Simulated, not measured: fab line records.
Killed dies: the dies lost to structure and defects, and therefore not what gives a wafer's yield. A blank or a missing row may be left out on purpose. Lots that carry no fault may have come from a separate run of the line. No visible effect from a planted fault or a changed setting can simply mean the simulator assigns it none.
A lot that was struck, set against a sound lot + flow berkeley cmos170 + 14 steps out of a route of 331
Sound: wafers L679.2, L679.5, L679.6. The struck wafers were L674.2, L674.4, L674.6. Last of all comes the cause.
Order at every step that has rows: each side's tool, ch and its chambers, its first start. Under that, the readings that differ: sound wafers + struck wafers + difference of the means + sigmas: that difference in standard deviations of wafers without a fault.
alike: readings with means less than 2 such deviations apart, plus words and numbers identical on both sides. not compared: withheld readings, readings lacking a value on some wafer, bounds such as >300 that could conceal the same value, and numbers that have no deviation in the record and whose values overlap.
A row with sigmas, a row that says differs or no value, or rows on one side alone: a step with any of these is where the two part. Non-overlapping numbers with no deviation appear without sigmas and do not part them. Lack of a reading on every wafer of one side parts them only where that side has two or more wafers.

first, 4 steps without rows for these wafers: UCB170_WELLDRIVE_WET_ETCH_04 (etches SiO2 in BOE, time 120 s); UCB170_ACTIVE_CLEAN_00 (cleans in SPM, time 600 s); UCB170_ACTIVE_CLEAN_01 (cleans in dHF, time 60 s); UCB170_ACTIVE_OXIDATION_02 (target thk 26.4 nm, ox time 1260 s).
UCB170_ACTIVE_THK_MEAS_03:
  sound: film metro-04 at day 8 19:23; struck: film metro-02 at day 8 07:19
  alike: ACTIVE_OXIDE_THK
then, 2 steps without rows for these wafers: UCB170_ACTIVE_ANNEAL_04 (time 900 s); UCB170_ACTIVE_CVD_05 (deposits Si3N4 from SiH2Cl2/NH3, target thk 220 nm, time 3300 s).
UCB170_ACTIVE_THK_MEAS_06:
  sound: film metro-02 at day 9 02:34; struck: film metro-03 at day 8 14:43
  alike: ACTIVE_NITRIDE_THK
then, 4 steps without rows for these wafers: UCB170_ACTIVE_HMDS_07 (prime time 60 s); UCB170_ACTIVE_COAT_08 (resist thk 900 nm); UCB170_ACTIVE_SOFTBAKE_09 (time 60 s); UCB170_ACTIVE_EXPOSE_10 (exposes mask ACTIVE, target cd 1200 nm).
UCB170_ACTIVE_PEB_11:
  struck on litho track-03, day 8 16:00; sound on litho track-02 ch 0, day 9 05:18
  no value came back on the struck wafers for chill plate temp C (C), exhaust pa (Pa); on the sound wafers chill plate temp C (C) reads 22.93 22.81 22.94
then, 1 step without rows for these wafers: UCB170_ACTIVE_DEVELOP_12 (develop time 45 s).

## WHERE THEY PART
UCB170_ACTIVE_PEB_11 only, going by this record.

WHY: what the simulator had put in
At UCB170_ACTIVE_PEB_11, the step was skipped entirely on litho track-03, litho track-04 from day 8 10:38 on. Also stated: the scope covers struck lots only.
